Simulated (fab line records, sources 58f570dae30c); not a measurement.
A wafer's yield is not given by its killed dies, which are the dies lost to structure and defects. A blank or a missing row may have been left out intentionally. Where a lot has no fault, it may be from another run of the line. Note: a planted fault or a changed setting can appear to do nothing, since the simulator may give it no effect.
Struck lot and sound lot, side by side / flow berkeley cmos170 / 14 steps out of a route of 331
Sound: these wafers, L655.1, L655.3, L655.5. Struck: wafers L660.1, L660.5, L660.6. The cause is given at the end.
Each step with rows lists, per side, the tool, then ch with its chambers, then its first start. Under that, the readings that differ: sound wafers / struck wafers / difference of the means / sigmas: that difference in standard deviations of wafers without a fault.
alike: a reading whose means differ by less than 2 such deviations, as well as words and numbers matching on both sides. not compared: withheld readings; readings where some wafer has no value; bounds like >300 that might hide an equal value; numbers whose values overlap and for which the record gives no deviation.
The two part at a step that has a row with sigmas, a row that says differs or no value, or rows on one side only. Numbers that have no deviation but don't overlap get no sigmas and don't part them. A reading that every wafer of one side lacks parts them only if that side has two wafers or more.

UCB170_PLDD_TW_MEAS_11:
  sound on film metro-04, day 7 05:22; struck on film metro-03, day 8 00:20
  alike: PLDD_TW
then, 7 steps without rows for these wafers: UCB170_PLDD_CLEAN_12 (cleans in SPM, time 600 s); UCB170_NLDD_HMDS_00 (prime time 60 s); UCB170_NLDD_COAT_01 (resist thk 900 nm); UCB170_NLDD_SOFTBAKE_02 (time 60 s); UCB170_NLDD_EXPOSE_03 (exposes mask NSELECT, target cd 1200 nm); UCB170_NLDD_PEB_04; UCB170_NLDD_DEVELOP_05 (develop time 45 s).
UCB170_NLDD_CD_MEAS_06: the cd target is 1200 nm.
  sound on cd sem-01, day 7 07:04; struck on cd sem-02, day 8 01:52
reading=cd nm (nm); sound=1198.1 1198.8 1198.9; struck=1202.1 1201.8 1203.0; difference=+3.7; sigmas=+2
UCB170_NLDD_OVL_MEAS_07:
  sound on overlay-02, day 7 07:11; struck on overlay-01, day 8 01:59
  alike: NLDD_OVL
then, 2 steps without rows for these wafers: UCB170_NLDD_IMPLANT_08; UCB170_NLDD_IMPLANT_09.
UCB170_NLDD_STRIP_10: strips in O2.
  sound on plasma asher-01 ch 1, day 7 07:31; struck on plasma asher-01 ch 0,1, day 8 02:19
reading=o2 flow sccm (sccm); sound=400.3 400.2 400.7; struck=479.1 479.4 479.7; difference=+79.0; sigmas=+66
reading=oes product au (a.u.); sound=0.730 0.736 0.727; struck=0.749 0.751 0.754; difference=+0.020; sigmas=+4
reading=strip time to endpoint s (s); sound=21.66 21.71 21.73; struck=21.02 21.01 20.99; difference=-0.69; sigmas=-12
  alike: drypump motor current A
  not compared: rf hours counter h
UCB170_NLDD_TW_MEAS_11:
  sound on film metro-04, day 7 07:37; struck on film metro-03, day 8 02:25
  alike: NLDD_TW

== WHERE THEY PART ==
Last at UCB170_NLDD_STRIP_10 as far as this record goes, first at UCB170_NLDD_CD_MEAS_06. Later steps at which nothing parts them and some readings are alike: UCB170_NLDD_TW_MEAS_11.

WHY: whatever the simulator had introduced
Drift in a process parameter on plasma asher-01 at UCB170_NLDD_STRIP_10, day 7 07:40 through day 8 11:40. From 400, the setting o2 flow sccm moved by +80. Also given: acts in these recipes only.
